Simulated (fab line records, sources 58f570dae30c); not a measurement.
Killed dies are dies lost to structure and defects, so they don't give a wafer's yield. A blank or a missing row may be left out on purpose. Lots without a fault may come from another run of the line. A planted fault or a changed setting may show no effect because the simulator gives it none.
fab line records | flow berkeley_cmos170
record lots=5 wafers=15 last_day=12
route steps=331 shown PSD@186 NSD@187 BACKSIDE@199 SDANNEAL@204 PLDD@208 NLDD@209 SILICIDE@210 CONTACT@216
lots that met no fault: from a run of the same line without faults
start_h: hours from the record's first day to the start of the lot's first wafer shown | wait_h: hours since the lot's step before | " the same as in the row above | L1.1+2: a row that stands for several wafers | - no value, or no start given | * or withheld: withheld | < > ~ a bound
route shown NAME@n: a module of which the file shows steps, and the number in the route of the first | usual: mean/standard deviation of fault-free wafers | same: alike in all rows | chamber/n: place in a boat | sites: the reading at each site | _std_site: their standard deviation | _edge_site: outer sites' mean less inner sites' | radius_mm: how far each site lies from the wafer's centre | mask NAME#n: copy n | behind: the tool/chamber that last shaped the wafer | hold: why the lot was held/for how many hours/how that ended | device: the transistor (n, p or np) that didn't switch | end of line: the same wafers' tests at the end of the route | a step without rows: its recipe alone | killed: dies lost to structure and defects at the first sort, not the wafer's yield | map: a wafer's dies, x killed, . not, _ none there
set.NAME: the setting as run; set.NAME@STEP: as run at that earlier step | model.NAME: the simulator's own value behind a step, which no gauge read
lots at some steps of the route; a table a step, a row a wafer
services: from which hour (start_h, from the record's first day; less than 0 if before it) a tool's chamber was out of use, for how many hours, and why
## steps
# step UCB170_PSD_CLEAN_11
# recipe chemistry=SPM temp_c=120 time_s=600
# usual bath_heat_duty_pct=13.4/1.1
# columns lot.wafer tool chamber start_h wait_h bath_heat_duty_pct
L081.2 wet_bench-04 0 192.11 0.0 14.0
L081.3 " 0 " " 12.6
L081.5 " 0 " " 13.5
L080.1 wet_bench-04 3 192.61 0.1 13.9
L080.3 " 3 " " 12.1
L080.6 " 3 " " 12.5
L085.1 wet_bench-02 3 212.64 0.2 12.7
L085.3 " 3 " " 12.8
L085.5 " 3 " " 13.8
L091.1 wet_bench-04 1 233.84 0.1 13.1
L091.2 " 1 " " 14.5
L091.4 " 1 " " 14.9
L093.2 wet_bench-04 1 256.37 0.0 14.5
L093.4 " 1 " " 13.3
L093.6 " 1 " " 15.4
# step UCB170_NSD_HMDS_00
# recipe prime_time_s=60 prime_temp_c=100
# columns lot.wafer tool chamber start_h wait_h
L081.2+3+5 litho_track-01 0 192.40 0.1
L080.1+3+6 litho_track-03 0 193.05 0.3
L085.1+3+5 litho_track-02 0 212.99 0.2
L091.1+2+4 litho_track-03 0 234.17 0.2
L093.2+4+6 litho_track-02 0 256.64 0.1
# step UCB170_NSD_COAT_01
# recipe resist=KrF spin_rpm=1500 resist_thk_nm=900
# usual dispense_pressure_kPa=48.9/1.4
# columns lot.wafer tool chamber start_h wait_h dispense_pressure_kPa
L081.2 litho_track-01 0 192.55 0.1 50.6
L081.3 " 0 " " 50.6
L081.5 " 0 " " 50.6
L080.1 litho_track-03 0 193.20 0.1 48.1
L080.3 " 0 " " 48.1
L080.6 " 0 " " 48.1
L085.1 litho_track-02 0 213.14 0.1 47.5
L085.3 " 0 " " 47.4
L085.5 " 0 " " 47.4
L091.1 litho_track-03 0 234.32 0.1 48.1
L091.2 " 0 " " 48.0
L091.4 " 0 " " 48.1
L093.2 litho_track-02 0 256.79 0.1 47.4
L093.4 " 0 " " 47.4
L093.6 " 0 " " 47.4
# step UCB170_NSD_SOFTBAKE_02
# recipe resist=KrF temp_c=130 time_s=60
# columns lot.wafer tool chamber start_h wait_h
L081.2+3+5 litho_track-01 0 192.70 0.1
L080.1+3+6 litho_track-03 0 193.35 0.1
L085.1+3+5 litho_track-02 0 213.29 0.1
L091.1+2+4 litho_track-03 0 234.47 0.1
L093.2+4+6 litho_track-02 0 256.94 0.1
# step UCB170_NSD_EXPOSE_03
# recipe mask_id=NSELECT_MOD na=0.5 sigma_outer=0.6 source_shape=conventional target_cd_nm=1200 dose_mj=30
# usual exposure_dose_mJ_cm2=29.994/0.029 stage_vel_mm_s=500.04/0.29
# columns lot.wafer tool chamber start_h wait_h mask exposure_dose_mJ_cm2 stage_vel_mm_s
L081.2 krf_scanner-02 0 192.91 0.2 NSELECT_MOD#0 30.026 499.54
L081.3 " 0 " " NSELECT_MOD#0 30.009 499.94
L081.5 " 0 " " NSELECT_MOD#0 29.993 499.75
L080.1 krf_scanner-02 0 193.50 0.1 NSELECT_MOD#0 30.033 500.25
L080.3 " 0 " " NSELECT_MOD#0 29.991 500.51
L080.6 " 0 " " NSELECT_MOD#0 30.029 500.11
L085.1 krf_scanner-02 0 213.44 0.1 NSELECT_MOD#0 30.000 499.62
L085.3 " 0 " " NSELECT_MOD#0 29.994 499.76
L085.5 " 0 " " NSELECT_MOD#0 30.061 499.48
L091.1 krf_scanner-02 0 234.62 0.1 NSELECT_MOD#0 29.986 499.92
L091.2 " 0 " " NSELECT_MOD#0 29.976 500.00
L091.4 " 0 " " NSELECT_MOD#0 30.009 500.27
L093.2 krf_scanner-01 0 257.08 0.1 NSELECT_MOD#0 29.970 500.10
L093.4 " 0 " " NSELECT_MOD#0 30.001 500.10
L093.6 " 0 " " NSELECT_MOD#0 29.982 499.92
# step UCB170_NSD_PEB_04
# recipe peb_temp_c=130 peb_time_s=withheld resist=KrF
# columns lot.wafer tool chamber start_h wait_h
L081.2+3+5 litho_track-01 0 193.30 0.4
L080.1+3+6 litho_track-02 0 193.75 0.2
L085.1+3+5 litho_track-03 0 213.84 0.4
L091.1+2+4 litho_track-03 0 234.74 0.1
L093.2+4+6 litho_track-01 0 257.36 0.3
# step UCB170_NSD_DEVELOP_05
# recipe developer=TMAH develop_time_s=45 resist=KrF dev_temp_c=21
# columns lot.wafer tool chamber start_h wait_h
L081.2+3+5 litho_track-01 0 - -
L080.1+3+6 litho_track-02 0 - -
L085.1+3+5 litho_track-03 0 - -
L091.1+2+4 litho_track-03 0 - -
L093.2+4+6 litho_track-01 0 - -
# step UCB170_NSD_CD_MEAS_06
# recipe target_cd_nm=1200
# usual cd_nm=1200.0/1.6
# columns lot.wafer tool chamber start_h wait_h cd_nm
L081.2 cd_sem-02 - 193.57 - 1203.8
L081.3 " - " " 1202.2
L081.5 " - " " 1203.0
L080.1 cd_sem-01 - 194.03 - 1198.1
L080.3 " - " " 1200.4
L080.6 " - " " 1199.7
L085.1 cd_sem-01 - 214.12 - 1199.0
L085.3 " - " " 1198.3
L085.5 " - " " 1197.5
L091.1 cd_sem-01 - 235.01 - 1199.7
L091.2 " - " " 1200.4
L091.4 " - " " 1199.2
L093.2 cd_sem-02 - 257.63 - 1201.9
L093.4 " - " " 1200.5
L093.6 " - " " 1202.4
# step UCB170_NSD_OVL_MEAS_07
# usual NSD_OVL=-3/4.6
# columns lot.wafer tool chamber start_h wait_h NSD_OVL[nm]
L081.2 overlay-02 - 193.67 0.1 5
L081.3 " - " " 3
L081.5 " - " " 8
L080.1 overlay-02 - 194.15 0.1 -4
L080.3 " - " " -3
L080.6 " - " " 6
L085.1 overlay-02 - 214.24 0.1 -6
L085.3 " - " " -5
L085.5 " - " " -6
L091.1 overlay-02 - 235.13 0.1 -1
L091.2 " - " " -1
L091.4 " - " " 0
L093.2 overlay-02 - 257.74 0.1 -9
L093.4 " - " " -10
L093.6 " - " " -10
# step UCB170_NSD_IMPLANT_08
# recipe species=P dose_cm2=3e+15 energy_kev=40 tilt_deg=7
# usual end_station_pressure_torr=1.26e-05/7.3e-07 tilt_deg=6.998/0.022
# columns lot.wafer tool chamber start_h wait_h end_station_pressure_torr tilt_deg
L081.2 implanter-03 0 193.73 0.0 1.25e-05 6.967
L081.3 " 0 " " 1.29e-05 6.953
L081.5 " 0 " " 1.25e-05 6.947
L080.1 implanter-02 0 194.18 0.0 1.22e-05 7.038
L080.3 " 0 " " 1.21e-05 7.019
L080.6 " 0 " " 1.27e-05 6.999
L085.1 implanter-02 0 214.27 0.0 1.24e-05 7.003
L085.3 " 0 " " 1.17e-05 7.007
L085.5 " 0 " " 1.28e-05 6.989
L091.1 implanter-04 0 235.17 0.0 1.19e-05 7.000
L091.2 " 0 " " 1.35e-05 6.971
L091.4 " 0 " " 1.2e-05 6.976
L093.2 implanter-03 0 257.80 0.0 1.27e-05 7.031
L093.4 " 0 " " 1.21e-05 7.028
L093.6 " 0 " " 1.33e-05 7.004
# step UCB170_NSD_STRIP_09
# recipe chemistry=O2 power_w=400 pressure_mtorr=3500 platen_temp_c=withheld o2_flow_sccm=400 overash_fraction=0.5
# usual drypump_motor_current_A=5.5/0.43 o2_flow_sccm=400.0/1.2 oes_product_au=0.533/0.0048 strip_time_to_endpoint_s=35.83/0.068
# same overash_fraction=0.5
# columns lot.wafer tool chamber start_h wait_h drypump_motor_current_A o2_flow_sccm oes_product_au rf_hours_counter_h strip_time_to_endpoint_s
L081.2 plasma_asher-03 1 193.85 0.1 5.0 399.9 0.537 44 35.86
L081.3 " 0 " " 5.8 401.0 0.529 - 35.87
L081.5 " 0 " " 5.7 401.4 0.536 - 35.74
L080.1 plasma_asher-04 1 194.33 0.1 5.7 401.7 0.532 35 35.83
L080.3 " 0 " " 5.9 399.2 0.538 - 35.77
L080.6 " 0 " " 5.9 400.6 0.530 - 35.82
L085.1 plasma_asher-03 1 214.42 0.1 5.0 398.3 0.533 46 35.84
L085.3 " 1 " " 5.0 399.6 0.534 - 35.85
L085.5 " 1 " " 5.0 399.7 0.530 - 35.80
L091.1 plasma_asher-04 0 235.32 0.1 5.9 400.3 0.526 41 35.95
L091.2 " 1 " " 5.7 400.7 0.531 41 35.92
L091.4 " 1 " " 5.7 402.1 0.535 - 35.92
L093.2 plasma_asher-01 1 257.92 0.1 6.1 402.5 0.525 15 35.76
L093.4 " 0 " " 5.0 398.3 0.537 - 35.79
L093.6 " 1 " " 6.2 401.7 0.532 - 35.79
# step UCB170_NSD_TW_MEAS_10
# usual NSD_TW=4163/46
# columns lot.wafer tool chamber start_h wait_h NSD_TW
L081.2 film_metro-02 - 193.96 0.1 4132
L081.3 " - " " 4113
L081.5 " - " " 4135
L080.1 film_metro-03 - 194.43 0.1 4115
L080.3 " - " " 4121
L080.6 " - " " 4120
L085.1 film_metro-03 - 214.52 0.1 4135
L085.3 " - " " 4115
L085.5 " - " " 4129
L091.1 film_metro-01 - 235.42 0.1 4186
L091.2 " - " " 4172
L091.4 " - " " 4204
L093.2 film_metro-01 - 258.03 0.1 4214
L093.4 " - " " 4208
L093.6 " - " " 4221
# step UCB170_NSD_CLEAN_11
# recipe chemistry=SPM temp_c=120 time_s=600
# usual bath_heat_duty_pct=13.6/1.1
# columns lot.wafer tool chamber start_h wait_h bath_heat_duty_pct
L081.2 wet_bench-04 3 194.01 0.0 12.0
L081.3 " 3 " " 12.7
L081.5 " 3 " " 12.3
L080.1 wet_bench-01 1 194.49 0.1 14.4
L080.3 " 1 " " 12.7
L080.6 " 1 " " 13.1
L085.1 wet_bench-03 2 214.64 0.1 12.5
L085.3 " 2 " " 11.8
L085.5 " 2 " " 13.2
L091.1 wet_bench-03 3 235.61 0.2 13.3
L091.2 " 3 " " 13.3
L091.4 " 3 " " 12.7
L093.2 wet_bench-04 2 258.08 0.0 13.1
L093.4 " 2 " " 13.8
L093.6 " 2 " " 13.9
# step UCB170_BACKSIDE_HMDS_00
# recipe prime_time_s=60 prime_temp_c=100
# columns lot.wafer tool chamber start_h wait_h
L081.2+3+5 litho_track-04 0 194.38 0.2
L080.1+3+6 litho_track-04 0 195.26 0.6
L085.1+3+5 litho_track-04 0 215.26 0.4
L091.1+2+4 litho_track-04 0 235.79 0.0
L093.2+4+6 litho_track-03 0 258.30 0.0
# step UCB170_BACKSIDE_COAT_01
# recipe resist=KrF spin_rpm=1500 resist_thk_nm=900
# usual dispense_pressure_kPa=47.5/0.44
# columns lot.wafer tool chamber start_h wait_h dispense_pressure_kPa
L081.2 litho_track-04 0 194.53 0.1 47.1
L081.3 " 0 " " 47.1
L081.5 " 0 " " 47.1
L080.1 litho_track-04 0 195.41 0.1 47.1
L080.3 " 0 " " 47.1
L080.6 " 0 " " 47.1
L085.1 litho_track-04 0 215.41 0.1 47.1
L085.3 " 0 " " 47.1
L085.5 " 0 " " 47.0
L091.1 litho_track-04 0 235.94 0.1 47.1
L091.2 " 0 " " 47.1
L091.4 " 0 " " 47.1
L093.2 litho_track-03 0 258.45 0.1 48.1
L093.4 " 0 " " 48.1
L093.6 " 0 " " 48.1
# step UCB170_BACKSIDE_SOFTBAKE_02
# recipe resist=KrF temp_c=130 time_s=60
# columns lot.wafer tool chamber start_h wait_h
L081.2+3+5 litho_track-04 0 194.68 0.1
L080.1+3+6 litho_track-04 0 195.56 0.1
L085.1+3+5 litho_track-04 0 215.56 0.1
L091.1+2+4 litho_track-04 0 236.09 0.1
L093.2+4+6 litho_track-03 0 258.60 0.1
# step UCB170_BACKSIDE_STRIP_03
# recipe chemistry=O2 power_w=400 pressure_mtorr=3500 platen_temp_c=withheld o2_flow_sccm=400 overash_fraction=0.5
# usual drypump_motor_current_A=5.5/0.52 o2_flow_sccm=400.1/1.2 oes_product_au=0.734/0.0045 strip_time_to_endpoint_s=21.95/0.066
# same overash_fraction=0.5
# columns lot.wafer tool chamber start_h wait_h drypump_motor_current_A o2_flow_sccm oes_product_au rf_hours_counter_h strip_time_to_endpoint_s
L081.2 plasma_asher-01 1 194.81 0.1 6.2 398.7 0.728 8 21.87
L081.3 " 1 " " 6.2 399.4 0.737 - 21.79
L081.5 " 0 " " 5.0 401.7 0.732 - 21.83
L080.1 plasma_asher-03 1 195.71 0.1 5.0 401.6 0.737 44 21.99
L080.3 " 1 " " 5.0 402.0 0.728 - 21.97
L080.6 " 0 " " 5.8 400.6 0.730 - 21.95
L085.1 plasma_asher-01 1 215.71 0.1 6.2 401.6 0.737 10 21.85
L085.3 " 0 " " 5.0 400.5 0.729 - 21.80
L085.5 " 0 " " 5.0 401.6 0.732 - 21.86
L091.1 plasma_asher-03 0 236.24 0.1 5.8 398.8 0.742 49 21.96
L091.2 " 1 " " 5.0 400.9 0.738 49 21.91
L091.4 " 1 " " 5.0 400.9 0.729 - 21.98
L093.2 plasma_asher-01 1 258.72 0.1 6.1 401.0 0.740 16 21.92
L093.4 " 0 " " 5.0 400.3 0.734 - 21.98
L093.6 " 0 " " 5.0 399.3 0.736 - 21.94
# step UCB170_BACKSIDE_CLEAN_04
# recipe chemistry=SPM temp_c=120 time_s=600
# usual bath_heat_duty_pct=13.5/1
# columns lot.wafer tool chamber start_h wait_h bath_heat_duty_pct
L081.2 wet_bench-01 1 194.91 0.1 13.7
L081.3 " 1 " " 12.7
L081.5 " 1 " " 13.6
L080.1 wet_bench-01 0 195.81 0.1 12.1
L080.3 " 0 " " 12.6
L080.6 " 0 " " 12.4
L085.1 wet_bench-03 2 215.88 0.1 13.3
L085.3 " 2 " " 12.5
L085.5 " 2 " " 13.0
L091.1 wet_bench-03 2 236.49 0.2 13.3
L091.2 " 2 " " 13.0
L091.4 " 2 " " 12.3
L093.2 wet_bench-03 2 260.60 1.8 13.5
L093.4 " 2 " " 13.8
L093.6 " 2 " " 13.1
# step UCB170_SDANNEAL_RTA_00
# recipe temp_c=900 time_s=10 ambient=N2
# usual anneal_temp_c_max=903.0/0.76 lamp_power_pct=22.8/2.2 wafer_temp_C_max=903.4/0.66
# columns lot.wafer tool chamber start_h wait_h anneal_temp_c_max lamp_power_pct wafer_temp_C_max
L081.2 rtp_anneal-02 0 195.10 0.0 901.4 20.4 903.5
L081.3 " 0 " " 902.0 20.3 903.2
L081.5 " 0 " " 902.0 20.3 903.9
L080.1 rtp_anneal-02 0 195.98 0.0 902.5 20.3 904.0
L080.3 " 0 " " 902.8 20.3 903.5
L080.6 " 0 " " 902.7 20.3 903.3
L085.1 rtp_anneal-01 0 216.06 0.0 903.1 24.8 904.3
L085.3 " 0 " " 903.7 24.8 903.4
L085.5 " 0 " " 902.7 24.8 903.5
L091.1 rtp_anneal-01 0 236.66 0.0 903.0 24.8 902.3
L091.2 " 0 " " 903.5 24.8 903.8
L091.4 " 0 " " 903.7 24.8 903.6
L093.2 rtp_anneal-02 0 260.78 0.0 902.4 20.3 902.5
L093.4 " 0 " " 903.0 20.3 903.3
L093.6 " 0 " " 902.0 20.3 904.4
# step UCB170_SDANNEAL_RTA_01
# recipe temp_c=1050 time_s=5 ambient=N2
# usual anneal_temp_c_max=1053.7/0.9 lamp_power_pct=35/3.4 wafer_temp_C_max=1054.2/0.88
# columns lot.wafer tool chamber start_h wait_h anneal_temp_c_max lamp_power_pct wafer_temp_C_max
L081.2 rtp_anneal-02 0 195.16 0.1 1052.9 31 1055.0
L081.3 " 0 " " 1052.7 31 1054.0
L081.5 " 0 " " 1052.9 31 1054.9
L080.1 rtp_anneal-02 0 196.05 0.1 1053.2 31 1052.8
L080.3 " 0 " " 1052.6 31 1053.9
L080.6 " 0 " " 1052.2 31 1052.9
L085.1 rtp_anneal-01 0 216.12 0.1 1053.4 38 1054.2
L085.3 " 0 " " 1052.9 38 1053.7
L085.5 " 0 " " 1055.3 38 1055.2
L091.1 rtp_anneal-01 0 236.73 0.1 1054.0 38 1053.2
L091.2 " 0 " " 1052.8 38 1053.5
L091.4 " 0 " " 1055.4 38 1054.0
L093.2 rtp_anneal-02 0 260.85 0.1 1052.4 31 1053.5
L093.4 " 0 " " 1052.4 31 1052.7
L093.6 " 0 " " 1054.3 31 1054.2
# step UCB170_SDANNEAL_RS_MEAS_02
# recipe thk_meas_gauge=four-point-probe
# usual PSD_RS=75.49/0.27
# columns lot.wafer tool chamber start_h wait_h PSD_RS[ohm/sq]
L081.2 film_metro-03 - 195.23 0.1 76.08
L081.3 " - " " 75.96
L081.5 " - " " 75.91
L080.1 film_metro-02 - 196.14 0.1 75.17
L080.3 " - " " 75.28
L080.6 " - " " 74.95
L085.1 film_metro-03 - 216.18 0.0 75.20
L085.3 " - " " 74.90
L085.5 " - " " 75.28
L091.1 film_metro-01 - 236.79 0.0 75.55
L091.2 " - " " 75.37
L091.4 " - " " 75.45
L093.2 film_metro-02 - 260.92 0.1 75.68
L093.4 " - " " 75.99
L093.6 " - " " 75.58
# step UCB170_SDANNEAL_RS_MEAS_03
# recipe thk_meas_gauge=four-point-probe
# usual NSD_RS=37.25/0.089
# columns lot.wafer tool chamber start_h wait_h NSD_RS[ohm/sq]
L081.2 film_metro-03 - 195.35 0.1 37.32
L081.3 " - " " 37.30
L081.5 " - " " 37.40
L080.1 film_metro-02 - 196.26 0.1 37.32
L080.3 " - " " 37.33
L080.6 " - " " 37.24
L085.1 film_metro-03 - 216.30 0.1 37.22
L085.3 " - " " 37.18
L085.5 " - " " 37.30
L091.1 film_metro-01 - 236.91 0.1 37.22
L091.2 " - " " 37.27
L091.4 " - " " 37.19
L093.2 film_metro-02 - 261.04 0.1 37.22
L093.4 " - " " 37.18
L093.6 " - " " 37.16
# step UCB170_SDANNEAL_RS_MEAS_04
# recipe thk_meas_gauge=four-point-probe
# usual PLDD_RS=1031.8/2.4
# columns lot.wafer tool chamber start_h wait_h PLDD_RS[ohm/sq]
L081.2 film_metro-03 - 195.47 0.1 1032.0
L081.3 " - " " 1031.8
L081.5 " - " " 1030.8
L080.1 film_metro-02 - 196.38 0.1 1033.5
L080.3 " - " " 1031.0
L080.6 " - " " 1030.0
L085.1 film_metro-03 - 216.42 0.1 1031.7
L085.3 " - " " 1030.4
L085.5 " - " " 1030.7
L091.1 film_metro-01 - 237.03 0.1 1033.6
L091.2 " - " " 1030.6
L091.4 " - " " 1033.4
L093.2 film_metro-02 - 261.16 0.1 1031.7
L093.4 " - " " 1032.3
L093.6 " - " " 1028.6
# step UCB170_SDANNEAL_RS_MEAS_05
# recipe thk_meas_gauge=four-point-probe
# usual NLDD_RS=616.6/1.3
# columns lot.wafer tool chamber start_h wait_h NLDD_RS[ohm/sq]
L081.2 film_metro-03 - 195.59 0.1 615.6
L081.3 " - " " 617.6
L081.5 " - " " 616.4
L080.1 film_metro-02 - 196.50 0.1 615.9
L080.3 " - " " 616.1
L080.6 " - " " 614.9
L085.1 film_metro-03 - 216.54 0.1 615.7
L085.3 " - " " 618.4
L085.5 " - " " 618.4
L091.1 film_metro-01 - 237.15 0.1 616.4
L091.2 " - " " 615.0
L091.4 " - " " 617.6
L093.2 film_metro-02 - 261.28 0.1 614.2
L093.4 " - " " 614.9
L093.6 " - " " 615.2
# step UCB170_SILICIDE_PRE_CLEAN_00
# recipe gas=Ar preclean_etch_time_s=60
# columns lot.wafer tool chamber start_h wait_h
L081.2+3+5 pvd_sputter-04 - 195.69 0.1
L080.1+3+6 pvd_sputter-01 - 196.62 0.1
L085.1+3+5 pvd_sputter-01 - 216.66 0.1
L091.1+2+4 pvd_sputter-04 - 237.27 0.1
L093.2+4+6 pvd_sputter-03 - 261.38 0.1
# step UCB170_SILICIDE_SPUTTER_01
# recipe material=Ti target_thk_nm=30 time_s=25 power_w=1500 chamber_pressure_pa=0.5
# usual throttle_valve_pct=29.3/1.2
# columns lot.wafer tool chamber start_h wait_h throttle_valve_pct
L081.2 pvd_sputter-04 - 195.76 0.0 26.9
L081.3 " - " " 31.2
L081.5 " - " " 31.2
L080.1 pvd_sputter-01 - 196.69 0.0 29.2
L080.3 " - " " 28.3
L080.6 " - " " 29.3
L085.1 pvd_sputter-01 - 216.73 0.0 28.0
L085.3 " - " " 29.0
L085.5 " - " " 29.2
L091.1 pvd_sputter-04 - 237.33 0.0 30.1
L091.2 " - " " 30.9
L091.4 " - " " 29.5
L093.2 pvd_sputter-03 - 261.44 0.0 29.7
L093.4 " - " " 31.2
L093.6 " - " " 29.6
# step UCB170_SILICIDE_RS_MEAS_02
# recipe thk_meas_gauge=four-point-probe reads=Ti_of_SILICIDE_SPUTTER_01
# usual SILICIDE_TI_RS=26.0/0.33
# columns lot.wafer tool chamber start_h wait_h SILICIDE_TI_RS[ohm/sq]
L081.2 film_metro-03 - 195.81 0.0 26.5
L081.3 " - " " 26.5
L081.5 " - " " 26.5
L080.1 film_metro-01 - 196.72 0.0 25.8
L080.3 " - " " 25.9
L080.6 " - " " 25.9
L085.1 film_metro-04 - 216.76 0.0 25.8
L085.3 " - " " 25.6
L085.5 " - " " 25.8
L091.1 film_metro-03 - 237.36 0.0 26.4
L091.2 " - " " 26.2
L091.4 " - " " 26.2
L093.2 film_metro-04 - 261.49 0.0 25.9
L093.4 " - " " 25.8
L093.6 " - " " 25.6
# step UCB170_SILICIDE_THK_MEAS_03
# recipe thk_meas_gauge=xrf reads=Ti_of_SILICIDE_SPUTTER_01
# usual SILICIDE_TI_THK=30.3/0.34
# columns lot.wafer tool chamber start_h wait_h SILICIDE_TI_THK[nm]
L081.2 film_metro-03 - 195.92 0.1 30.0
L081.3 " - " " 29.9
L081.5 " - " " 29.9
L080.1 film_metro-01 - 196.84 0.1 30.5
L080.3 " - " " 30.4
L080.6 " - " " 30.2
L085.1 film_metro-04 - 216.88 0.1 30.3
L085.3 " - " " 30.7
L085.5 " - " " 30.5
L091.1 film_metro-03 - 237.48 0.1 30.3
L091.2 " - " " 30.4
L091.4 " - " " 30.4
L093.2 film_metro-04 - 261.60 0.1 30.3
L093.4 " - " " 30.4
L093.6 " - " " 30.6
# step UCB170_SILICIDE_RTA_04
# recipe temp_c=650 time_s=15 ambient=N2
# usual anneal_temp_c_max=652.2/0.54 lamp_power_pct=9.5/0.95 wafer_temp_C_max=652.4/0.49
# columns lot.wafer tool chamber start_h wait_h anneal_temp_c_max lamp_power_pct wafer_temp_C_max
L081.2 rtp_anneal-01 0 195.98 0.1 652.5 10.6 652.9
L081.3 " 0 " " 651.9 10.6 652.3
L081.5 " 0 " " 653.1 10.6 652.3
L080.1 rtp_anneal-02 0 196.90 0.1 651.3 8.7 652.1
L080.3 " 0 " " 651.8 8.7 652.2
L080.6 " 0 " " 651.9 8.7 652.9
L085.1 rtp_anneal-02 0 216.94 0.1 651.6 8.7 651.1
L085.3 " 0 " " 652.2 8.7 653.1
L085.5 " 0 " " 651.9 8.7 652.3
L091.1 rtp_anneal-01 0 237.54 0.1 652.8 10.6 652.7
L091.2 " 0 " " 653.0 10.6 653.0
L091.4 " 0 " " 652.6 10.6 652.5
L093.2 rtp_anneal-01 0 261.67 0.1 652.9 10.6 653.2
L093.4 " 0 " " 652.1 10.6 652.5
L093.6 " 0 " " 651.9 10.6 652.3
# step UCB170_SILICIDE_WET_ETCH_05
# recipe chemistry=SPM time_s=45 temp_c=120 target=Ti
# usual bath_heat_duty_pct=13.8/1
# columns lot.wafer tool chamber start_h wait_h bath_heat_duty_pct
L081.2 wet_bench-04 0 196.04 0.1 13.6
L081.3 " 0 " " 14.6
L081.5 " 0 " " 12.8
L080.1 wet_bench-03 0 196.97 0.1 16.6
L080.3 " 0 " " 14.6
L080.6 " 0 " " 16.2
L085.1 wet_bench-03 3 217.01 0.1 13.3
L085.3 " 3 " " 14.1
L085.5 " 3 " " 13.5
L091.1 wet_bench-03 2 237.62 0.1 13.6
L091.2 " 2 " " 12.2
L091.4 " 2 " " 13.2
L093.2 wet_bench-03 1 261.73 0.1 13.8
L093.4 " 1 " " 15.8
L093.6 " 1 " " 13.9
# step UCB170_CONTACT_CLEAN_00
# recipe chemistry=SPM temp_c=120 time_s=600
# usual bath_heat_duty_pct=13.5/1.1
# columns lot.wafer tool chamber start_h wait_h bath_heat_duty_pct
L081.2 wet_bench-03 0 196.06 0.0 14.3
L081.3 " 0 " " 15.7
L081.5 " 0 " " 14.8
L080.1 wet_bench-03 3 196.99 0.0 13.0
L080.3 " 3 " " 11.6
L080.6 " 3 " " 13.8
L085.1 wet_bench-03 2 217.04 0.0 13.0
L085.3 " 2 " " 13.2
L085.5 " 2 " " 12.3
L091.1 wet_bench-03 0 237.64 0.0 15.5
L091.2 " 0 " " 15.9
L091.4 " 0 " " 14.9
L093.2 wet_bench-04 0 261.75 0.0 14.0
L093.4 " 0 " " 13.9
L093.6 " 0 " " 13.1
# step UCB170_CONTACT_CVD_01
# recipe material=PSG target_thk_nm=700 temp_c=450 precursor=SiH4/O2/PH3 time_s=2820 pressure_mtorr=300 sih4_flow_sccm=60 o2_flow_sccm=90 ph3_flow_sccm=25
# usual o2_flow_sccm=90.00/0.29
# columns lot.wafer tool chamber start_h wait_h o2_flow_sccm
L080.1 lpcvd-02 1 197.83 0.6 90.31
L080.3 " 1 " " 89.95
L080.6 " 1 " " 90.02
L081.2 lpcvd-02 0 197.83 1.6 89.84
L081.3 " 0 " " 89.68
L081.5 " 0 " " 89.69
L085.1 lpcvd-01 0 217.23 0.0 89.68
L085.3 " 0 " " 90.09
L085.5 " 0 " " 89.81
L091.1 lpcvd-01 0 237.81 0.0 90.67
L091.2 " 0 " " 89.90
L091.4 " 0 " " 90.46
L093.2 lpcvd-02 1 261.94 0.0 89.77
L093.4 " 1 " " 89.77
L093.6 " 1 " " 89.62
# step UCB170_CONTACT_THK_MEAS_02
# recipe reads=PSG_of_CONTACT_CVD_01
# usual CONTACT_PSG_THK=698/6.3
# columns lot.wafer tool chamber start_h wait_h CONTACT_PSG_THK[nm]
L080.1 film_metro-04 - 199.61 0.0 699
L080.3 " - " " 690
L080.6 " - " " 697
L081.2 film_metro-02 - 199.62 0.0 692
L081.3 " - " " 691
L081.5 " - " " 691
L085.1 film_metro-01 - 219.01 0.0 704
L085.3 " - " " 706
L085.5 " - " " 704
L091.1 film_metro-04 - 239.60 0.0 696
L091.2 " - " " 691
L091.4 " - " " 687
L093.2 film_metro-02 - 263.73 0.0 691
L093.4 " - " " 691
L093.6 " - " " 688
# step UCB170_CONTACT_HMDS_03
# recipe prime_time_s=60 prime_temp_c=100
# columns lot.wafer tool chamber start_h wait_h
L081.2+3+5 litho_track-01 0 200.09 0.5
L080.1+3+6 litho_track-04 0 200.21 0.6
L085.1+3+5 litho_track-04 0 219.59 0.6
L091.1+2+4 litho_track-01 0 239.66 0.1
L093.2+4+6 litho_track-04 0 263.93 0.2
# step UCB170_CONTACT_COAT_04
# recipe resist=KrF spin_rpm=1500 resist_thk_nm=900
# usual dispense_pressure_kPa=48.5/1.6
# columns lot.wafer tool chamber start_h wait_h dispense_pressure_kPa
L081.2 litho_track-01 0 200.24 0.1 50.6
L081.3 " 0 " " 50.6
L081.5 " 0 " " 50.6
L080.1 litho_track-04 0 200.36 0.1 47.0
L080.3 " 0 " " 47.0
L080.6 " 0 " " 47.1
L085.1 litho_track-04 0 219.74 0.1 47.1
L085.3 " 0 " " 47.1
L085.5 " 0 " " 47.1
L091.1 litho_track-01 0 239.81 0.1 50.5
L091.2 " 0 " " 50.6
L091.4 " 0 " " 50.6
L093.2 litho_track-04 0 264.08 0.1 47.1
L093.4 " 0 " " 47.1
L093.6 " 0 " " 47.1
# step UCB170_CONTACT_SOFTBAKE_05
# recipe resist=KrF temp_c=130 time_s=60
# columns lot.wafer tool chamber start_h wait_h
L081.2+3+5 litho_track-01 0 200.39 0.1
L080.1+3+6 litho_track-04 0 200.51 0.1
L085.1+3+5 litho_track-04 0 219.89 0.1
L091.1+2+4 litho_track-01 0 239.96 0.1
L093.2+4+6 litho_track-04 0 264.23 0.1
## services
# columns tool chamber start_h hours kind
implanter-02 - 179.57 3.3 repair
pvd_sputter-03 - 198.53 11.8 repair
krf_scanner-01 - 204.90 0.7 repair
plasma_asher-03 - 208.53 2.8 pm
implanter-02 - 209.96 3.6 pm
pvd_sputter-01 - 220.22 0.5 repair
plasma_asher-01 - 225.74 1.4 repair
implanter-04 - 226.31 4.0 pm
rtp_anneal-02 - 227.40 4.3 pm
lpcvd-02 - 232.13 0.6 repair
krf_scanner-01 - 252.53 0.8 pm
## key
fault none
